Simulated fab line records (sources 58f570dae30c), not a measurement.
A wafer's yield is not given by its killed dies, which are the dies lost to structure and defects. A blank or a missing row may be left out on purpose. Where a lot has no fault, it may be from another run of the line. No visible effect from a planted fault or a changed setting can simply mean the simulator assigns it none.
Check of tool commonality	flow berkeleyCmos170	39 wafers sampled across 13 lots

WHY IT WAS OPENED
UCB170_SILICIDE_RS_MEAS_02, reading SILICIDE_TI_RS: flagged on 2 of 13 lots. Fault-free wafers read 26.0 ohm/sq, with a standard deviation of 0.31.
Rule: a lot gets a flag if all its wafers with a number sit over 4 standard deviations from that mean, or if no wafer of it has a number. As for the other lots, they are considered sound.

lot	measured	on	SILICIDE_TI_RS (ohm/sq), wafer by wafer	flag
L546	day 6 10:46	filmMetro-02	25.9 26.1 25.9	
L545	day 6 15:22	filmMetro-01	26.7 26.5 26.7	
L547	day 7 10:06	filmMetro-01	25.9 25.7 25.5	
L549	day 7 22:08	filmMetro-01	26.0 26.2 26.2	
L551	day 7 22:33	filmMetro-02	26.1 25.6 25.7	
L550	day 7 23:00	filmMetro-01	26.3 26.6 26.3	
L548	day 7 23:02	filmMetro-02	25.7 25.7 25.8	
L553	day 8 07:46	filmMetro-02	26.7 26.3 26.4	
L552	day 8 08:39	filmMetro-03	28.9 29.1 28.5	FLAGGED
L554	day 9 03:28	filmMetro-02	28.4 28.4 28.0	FLAGGED
L563	day 10 17:08	filmMetro-02	26.5 26.2 26.2	
L565	day 10 17:17	filmMetro-01	26.3 25.8 25.8	
L568	day 11 00:46	filmMetro-02	25.8 25.7 25.8	
On average the flagged lots' numbers are 28.6 ohm/sq, which is +2.6 ohm/sq against the usual, or +8 standard deviations.

TOOL THAT RAN EACH LOT
Before the reading, the record contains 3 process steps out of a 331-step route. Each cell gives the tool, then ch followed by the chambers the sampled wafers passed through, then the start.
lot	flag	UCB170_BACKSIDE_STRIP_03	UCB170_SDANNEAL_RTA_00	UCB170_SILICIDE_SPUTTER_01
L546		plasmaAsher-01 ch 0,1, day 6 09:47	rtpAnneal-01 ch 0, day 6 10:03	pvdSputter-03, day 6 10:42
L545		plasmaAsher-02 ch 0,1, day 6 14:22	rtpAnneal-01 ch 0, day 6 14:40	pvdSputter-03, day 6 15:20
L547		plasmaAsher-04 ch 0,1, day 7 09:05	rtpAnneal-01 ch 0, day 7 09:23	pvdSputter-03, day 7 10:03
L549		plasmaAsher-04 ch 0,1, day 7 20:58	rtpAnneal-02 ch 0, day 7 21:26	pvdSputter-03, day 7 22:06
L551		plasmaAsher-01 ch 0,1, day 7 21:25	rtpAnneal-01 ch 0, day 7 21:51	pvdSputter-01, day 7 22:31
L550		plasmaAsher-02 ch 0,1, day 7 21:46	rtpAnneal-01 ch 0, day 7 22:18	pvdSputter-03, day 7 22:58
L548		plasmaAsher-01 ch 0,1, day 7 21:48	rtpAnneal-02 ch 0, day 7 22:19	pvdSputter-04, day 7 22:58
L553		plasmaAsher-04 ch 0,1, day 8 06:39	rtpAnneal-01 ch 0, day 8 07:03	pvdSputter-01, day 8 07:43
L552	FLAGGED	plasmaAsher-02 ch 0,1, day 8 07:40	rtpAnneal-01 ch 0, day 8 07:56	pvdSputter-01, day 8 08:37
L554	FLAGGED	plasmaAsher-02 ch 0, day 9 02:28	rtpAnneal-02 ch 0, day 9 02:45	pvdSputter-01, day 9 03:25
L563		plasmaAsher-02 ch 0,1, day 10 16:07	rtpAnneal-02 ch 0, day 10 16:26	pvdSputter-04, day 10 17:06
L565		plasmaAsher-04 ch 0,1, day 10 16:08	rtpAnneal-02 ch 0, day 10 16:34	pvdSputter-03, day 10 17:14
L568		plasmaAsher-04 ch 0,1, day 10 23:25	rtpAnneal-02 ch 0, day 11 00:03	pvdSputter-04, day 11 00:42
What is done by these steps:
- UCB170_BACKSIDE_STRIP_03: strips in O2.
- UCB170_SDANNEAL_RTA_00: time 10 s.
- UCB170_SILICIDE_SPUTTER_01: material Ti, target thk 30 nm, time 25 s.
- UCB170_SILICIDE_RS_MEAS_02: measures by four-point-probe.

FLAGGED AGAINST TOTAL, ONE TOOL AT A TIME (gauges that did the reading follow at the end)
step	tool	lots run	flagged	share of the flagged lots	sound lots run after its first flagged lot
UCB170_BACKSIDE_STRIP_03	plasmaAsher-01	3	0	none	-
UCB170_BACKSIDE_STRIP_03	plasmaAsher-02	5	2	all	1 (L563)
UCB170_BACKSIDE_STRIP_03	plasmaAsher-04	5	0	none	-
UCB170_SDANNEAL_RTA_00	rtpAnneal-01	7	1	some	0
UCB170_SDANNEAL_RTA_00	rtpAnneal-02	6	1	some	3 (L563,L565,L568)
UCB170_SILICIDE_SPUTTER_01	pvdSputter-01	4	2	all	0
UCB170_SILICIDE_SPUTTER_01	pvdSputter-03	6	0	none	-
UCB170_SILICIDE_SPUTTER_01	pvdSputter-04	3	0	none	-
UCB170_SILICIDE_RS_MEAS_02	filmMetro-01	5	0	none	-
UCB170_SILICIDE_RS_MEAS_02	filmMetro-02	7	1	some	2 (L563,L568)
UCB170_SILICIDE_RS_MEAS_02	filmMetro-03	1	1	some	0

THE TABLE: WHAT IT ALLOWS
Every flagged lot went through 2 rows of the table: plasmaAsher-02 at UCB170_BACKSIDE_STRIP_03 and pvdSputter-01 at UCB170_SILICIDE_SPUTTER_01.
- plasmaAsher-02 at UCB170_BACKSIDE_STRIP_03: 2 of its 5 lots flagged. After the first flagged lot (L563), sound lots still ran on it; a lasting fault on the whole tool would not permit that.
- pvdSputter-01 at UCB170_SILICIDE_SPUTTER_01: 2 of its 4 lots flagged. A fault beginning between L553 (day 8 07:43), its last sound lot, and L552 (day 8 08:37), its first flagged one, fits the data. Its own readings (chamberPressurePa) fall more than 4 standard deviations out on all wafers of the flagged lots.
Left over: one tool, pvdSputter-01 at UCB170_SILICIDE_SPUTTER_01.

WHAT THE SIMULATOR PUT IN
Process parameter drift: pvdSputter-01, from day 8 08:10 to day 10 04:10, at UCB170_SILICIDE_SPUTTER_01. From 0.5, the setting chamberPressurePa moved by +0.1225. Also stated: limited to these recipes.
Shown lots that were struck: L552, L554. The rule above found the same.
